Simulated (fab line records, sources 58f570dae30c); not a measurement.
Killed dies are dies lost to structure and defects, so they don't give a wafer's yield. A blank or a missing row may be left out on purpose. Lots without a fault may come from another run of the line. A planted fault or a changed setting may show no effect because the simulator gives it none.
Chamber matching | flow berkeley_cmos170 | UCB170_GATE_ETCH_15 on rie_si-01: 4 sister chambers
The step etches poly-Si in HBr/Cl2, stops on SiO2, time 56.3 s, target depth 278.2 nm. 16 wafers are shown with their chamber, then 8 later ones without.

WAFERS WITH THEIR CHAMBER
wafer  | chamber | drypump_motor_current_A (A) | throttle_valve_pct (%) | rf_fwd_power_W (W)
L655.1 | 1       | 6.6                         | 26.62                  | 294.7
L655.4 | 1       | 6.6                         | 26.61                  | 293.7
L655.5 | 3       | 5.1                         | 26.52                  | 299.2
L659.1 | 0       | 6.0                         | 26.05                  | 297.1
L659.2 | 1       | 6.6                         | 26.61                  | 296.0
L659.4 | 3       | 5.0                         | 26.51                  | 298.7
L658.2 | 1       | 6.6                         | 26.62                  | 295.1
L658.4 | 0       | 6.0                         | 26.02                  | 296.0
L658.6 | 3       | 5.1                         | 26.52                  | 299.2
L666.1 | 3       | 5.0                         | 26.51                  | 299.0
L666.4 | 0       | 6.0                         | 26.05                  | 296.7
L666.6 | 2       | 5.3                         | 26.56                  | 295.7
L668.2 | 2       | 5.3                         | 26.56                  | 295.1
L668.5 | 1       | 6.6                         | 26.61                  | 296.1
L668.6 | 2       | 5.3                         | 26.57                  | 296.3
L673.1 | 1       | 6.6                         | 26.61                  | 296.6

SIGNATURES (means of the wafers above)
reading                 | chamber 0 | chamber 1 | chamber 2 | chamber 3 | scatter within a chamber
drypump_motor_current_A | 6.000     | 6.600     | 5.300     | 5.050     | 0.0289
throttle_valve_pct      | 26.0400   | 26.6133   | 26.5633   | 26.5150   | 0.00866
rf_fwd_power_W          | 296.600   | 295.367   | 295.700   | 299.025   | 0.778
Rule: a wafer's distance from a chamber is the root of the sum, over the readings, of the square of ((its reading less the chamber's mean) divided by the reading's scatter). The wafer belongs to the nearest chamber; if the next one is less than 2 further off, it can't be placed. The scatter: the root of (the sum of the squares of (reading less its chamber's mean) over the shown wafers, divided by (wafers less chambers)).

WAFERS WITHOUT THEIR CHAMBER
wafer  | drypump_motor_current_A (A) | throttle_valve_pct (%) | rf_fwd_power_W (W)
L673.2 | 5.3                         | 26.57                  | 296.0
L673.5 | 6.6                         | 26.60                  | 297.7
L675.2 | 5.3                         | 26.57                  | 297.2
L675.3 | 5.1                         | 26.51                  | 298.6
L675.6 | 6.6                         | 26.61                  | 296.7
L676.2 | 5.3                         | 26.58                  | 296.4
L676.4 | 6.6                         | 26.60                  | 295.7
L676.6 | 6.6                         | 26.61                  | 294.9

WHICH CHAMBER EACH WENT THROUGH
wafer  | from the rows above | in truth
L673.2 | 2                   | 2
L673.5 | 1                   | 1
L675.2 | 2                   | 2
L675.3 | 3                   | 3
L675.6 | 1                   | 1
L676.2 | 2                   | 2
L676.4 | 1                   | 1
L676.6 | 1                   | 1
Placed correctly: 8 of 8. Can't be placed from these rows: 0. Placed wrongly: 0.
